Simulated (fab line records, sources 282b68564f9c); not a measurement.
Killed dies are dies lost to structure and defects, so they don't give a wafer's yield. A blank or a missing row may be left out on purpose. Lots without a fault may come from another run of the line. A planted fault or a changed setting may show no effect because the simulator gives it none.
Tool commonality check | flow rit_cmos | 14 lots, 42 wafers sampled

WHY IT WAS OPENED
At RIT_GATE_THK_MEAS_07 the reading GATE_OXIDE_THK is flagged on 2 of 14 lots. Wafers without a fault read 3.03 nm, standard deviation 0.059.
Rule: a lot is flagged when every wafer of it that has a number lies more than 4 standard deviations from that mean, or none has a number. The other lots count as sound.

lot  | measured    | on            | GATE_OXIDE_THK (nm), wafer by wafer | flag
L537 | day 2 14:26 | film_metro-02 | 3.10 3.02 2.98                      |
L539 | day 3 04:47 | film_metro-04 | 3.03 3.05 3.07                      |
L541 | day 3 15:25 | film_metro-01 | 3.00 3.07 2.99                      |
L543 | day 4 03:34 | film_metro-02 | 3.01 3.10 3.02                      |
L544 | day 4 07:31 | film_metro-04 | 2.97 2.96 2.93                      |
L545 | day 4 09:17 | film_metro-02 | 3.02 3.00 3.07                      |
L546 | day 4 13:28 | film_metro-01 | 3.11 3.07 3.09                      |
L547 | day 4 18:48 | film_metro-04 | 2.95 2.94 2.90                      |
L549 | day 5 01:32 | film_metro-01 | 3.04 3.00 2.96                      |
L550 | day 5 06:46 | film_metro-01 | 2.91 3.02 3.06                      |
L552 | day 5 17:16 | film_metro-02 | 2.54 2.56 2.52                      | FLAGGED
L553 | day 5 18:52 | film_metro-01 | 2.43 2.41 2.45                      | FLAGGED
L559 | day 7 01:30 | film_metro-01 | 3.02 2.98 3.02                      |
L560 | day 7 05:47 | film_metro-02 | 3.04 3.03 3.10                      |
The numbers of the flagged lots are 2.49 nm on average: -0.54 nm against the usual, or -9 standard deviations.

WHICH TOOL RAN EACH LOT
The record holds 1 process step before the reading, out of a route of 202 steps. In each cell: the tool, then ch and the chambers that the sampled wafers went through, then the start.
lot  | flag    | RIT_GATE_OXIDATION_05
L537 |         | furnace-04 ch 0, day 2 11:34
L539 |         | furnace-01 ch 0, day 2 22:38
L541 |         | furnace-03 ch 0, day 3 13:07
L543 |         | furnace-01 ch 0, day 3 23:46
L544 |         | furnace-03 ch 0, day 4 04:53
L545 |         | furnace-04 ch 0, day 4 06:38
L546 |         | furnace-04 ch 0, day 4 11:13
L547 |         | furnace-04 ch 0, day 4 16:46
L549 |         | furnace-01 ch 0, day 4 22:54
L550 |         | furnace-01 ch 0, day 5 04:05
L552 | FLAGGED | furnace-01 ch 0, day 5 15:56
L553 | FLAGGED | furnace-01 ch 0, day 5 17:32
L559 |         | furnace-03 ch 0, day 7 00:10
L560 |         | furnace-03 ch 0, day 7 03:32
What these steps do:
- RIT_GATE_OXIDATION_05: target thk 3 nm, ox time 270 s.
- RIT_GATE_THK_MEAS_07

FLAGGED OVER TOTAL, TOOL BY TOOL (the gauges that took the reading come last)
step                  | tool          | lots run | flagged | share of the flagged lots | sound lots run after its first flagged lot
RIT_GATE_OXIDATION_05 | furnace-01    | 6        | 2       | all                       | 0
RIT_GATE_OXIDATION_05 | furnace-03    | 4        | 0       | none                      | -
RIT_GATE_OXIDATION_05 | furnace-04    | 4        | 0       | none                      | -
RIT_GATE_THK_MEAS_07  | film_metro-01 | 6        | 1       | some                      | 1 (L559)
RIT_GATE_THK_MEAS_07  | film_metro-02 | 5        | 1       | some                      | 1 (L560)
RIT_GATE_THK_MEAS_07  | film_metro-04 | 3        | 0       | none                      | -

WHAT THE TABLE ALLOWS
1 row of the table ran every flagged lot: furnace-01 at RIT_GATE_OXIDATION_05.
- furnace-01 at RIT_GATE_OXIDATION_05: 2 of its 6 lots flagged. Its last sound lot is L550 (day 5 04:05), its first flagged lot L552 (day 5 15:56): a fault that began between those two fits. Its own readings lie more than 4 standard deviations out on every wafer of the flagged lots: spike_tc_centre_C, spike_tc_load_C, spike_tc_source_C, tube_center_temp_C, tube_center_temp_C_max.
One tool is left: furnace-01 at RIT_GATE_OXIDATION_05.

WHAT THE SIMULATOR HAD PUT IN
Process parameter drift: furnace-01, from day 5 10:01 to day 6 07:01, at RIT_GATE_OXIDATION_05. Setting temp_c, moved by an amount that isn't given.
Lots struck among those shown: L552, L553. The rule above found the same.
